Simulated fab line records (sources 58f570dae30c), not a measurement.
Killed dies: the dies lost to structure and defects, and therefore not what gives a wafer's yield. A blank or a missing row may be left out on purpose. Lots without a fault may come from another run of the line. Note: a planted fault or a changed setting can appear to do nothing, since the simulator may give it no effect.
Matching of chambers :: flow berkeleyCmos170 :: 4 sister chambers for UCB170_M2_ETCH_17 on rieDiel-02
The step etches BARC in N2/H2. 4 wafers are shown with their chamber, then 8 later ones without.

== WAFERS PAIRED WITH THEIR CHAMBERS ==
wafer: L509.4
chamber: 1
drypumpMotorCurrentA (A): 6.3

wafer: L509.6
chamber: 0
drypumpMotorCurrentA (A): 6.0

wafer: L516.6
chamber: 3
drypumpMotorCurrentA (A): 6.0

wafer: L517.1
chamber: 2
drypumpMotorCurrentA (A): 5.7

== WAFERS WHOSE CHAMBER IS MISSING ==
wafer: L517.2
drypumpMotorCurrentA (A): 6.0

wafer: L517.6
drypumpMotorCurrentA (A): 5.9

wafer: L519.1
drypumpMotorCurrentA (A): 6.0

wafer: L519.3
drypumpMotorCurrentA (A): 5.6

wafer: L519.5
drypumpMotorCurrentA (A): 6.0

wafer: L521.2
drypumpMotorCurrentA (A): 6.3

wafer: L521.4
drypumpMotorCurrentA (A): 6.0

wafer: L521.6
drypumpMotorCurrentA (A): 6.0

== EACH ONE'S CHAMBER ==
wafer: L517.2
from the rows above: can't be placed: 0 or 3
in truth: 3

wafer: L517.6
from the rows above: can't be placed: 0 or 3
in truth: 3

wafer: L519.1
from the rows above: can't be placed: 0 or 3
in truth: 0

wafer: L519.3
from the rows above: 2
in truth: 2

wafer: L519.5
from the rows above: can't be placed: 0 or 3
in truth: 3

wafer: L521.2
from the rows above: 1
in truth: 1

wafer: L521.4
from the rows above: can't be placed: 0 or 3
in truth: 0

wafer: L521.6
from the rows above: can't be placed: 0 or 3
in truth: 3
Placed correctly: 2 of 8. Cannot be placed on the basis of these rows: 6; the candidates contain the true chamber in 6. Wrongly placed: 0.
How it was worked out, from the rows above alone: a wafer's distance from a chamber is the root of the sum, over the readings, of the square of ((its reading less the chamber's mean) divided by the reading's scatter). If the next closest chamber is less than 2 further off than the closest, the wafer can't be placed; otherwise it belongs to the closest. Each chamber's mean is taken over the wafers shown for it. The scatter: with one shown wafer a chamber, the root of the mean of the squares of how far each hidden wafer lies from its nearest shown one.
